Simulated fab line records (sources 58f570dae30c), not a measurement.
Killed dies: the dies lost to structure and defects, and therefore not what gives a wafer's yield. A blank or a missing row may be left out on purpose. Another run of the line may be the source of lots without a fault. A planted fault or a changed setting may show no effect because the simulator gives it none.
One fault seen from 2 desks | flow berkeley_cmos170 | each desk holds nothing but its own numbers, with what lay behind them at the end

## THE METROLOGY DESK
What the gauges read for every lot (on any tool): the sampled wafers with a number, averaged. Marked OUT: a lot whose mean sits more than 4 standard deviations from the usual mean, which makes it out of limits; the brackets give that distance.
Columns: A = PWELL_OXIDE_THK at UCB170_PWELL_THK_MEAS_03, usual 26.2 nm
lot  | first seen here | A
L926 | day 2 22:48     | 26.3
L927 | day 3 05:46     | 26.4
L928 | day 3 16:34     | 26.5
L929 | day 3 16:34     | 26.3
L931 | day 3 22:44     | 25.8
L932 | day 4 10:53     | 25.9
L933 | day 4 10:53     | 26.2
L934 | day 4 17:36     | 26.0
L937 | day 5 07:36     | 26.5
L939 | day 5 17:54     | 25.7
L944 | day 6 23:55     | 25.2
L945 | day 7 06:24     | 25.5
L947 | day 8 00:58     | 26.3
L949 | day 8 12:34     | 26.6
This desk's verdict: no lot among the 14 shows anything out of limits.

## FOR THE TOOL OWNER'S DESK: rie_metal-03
The tool's own readings at UCB170_M1_METAL_ETCH_12 (etches Al in Cl2/BCl3, stops on PSG, target depth 780 nm, time 130 s): means of the sampled wafers that have a number, for each lot that ran on this tool. Marked OUT: a lot whose mean sits more than 4 standard deviations from the usual mean, which makes it out of limits; the brackets give that distance.
Columns: A = drypump_motor_current_A at UCB170_M1_METAL_ETCH_12, usual 5.9 A; B = oes_product_au at UCB170_M1_METAL_ETCH_12, usual 0.857 a.u.; C = throttle_valve_pct at UCB170_M1_METAL_ETCH_12, usual 24.4 %
lot  | first seen here | A   | B     | C
L929 | day 9 11:04     | 6.7 | 0.864 | 24.7
L932 | day 9 20:27     | 5.6 | 0.874 | 24.6
L937 | day 11 01:44    | 5.6 | 0.870 | 24.6
L939 | day 11 04:01    | 5.1 | 0.880 | 24.5
L944 | day 12 04:38    | 5.6 | 0.873 | 24.6
This desk's verdict: no lot among the 5 shows anything out of limits.

## PUT TOGETHER
The metrology desk saw nothing out of limits.
The tool owner's desk saw nothing out of limits.

## WHAT THE SIMULATOR PUT IN
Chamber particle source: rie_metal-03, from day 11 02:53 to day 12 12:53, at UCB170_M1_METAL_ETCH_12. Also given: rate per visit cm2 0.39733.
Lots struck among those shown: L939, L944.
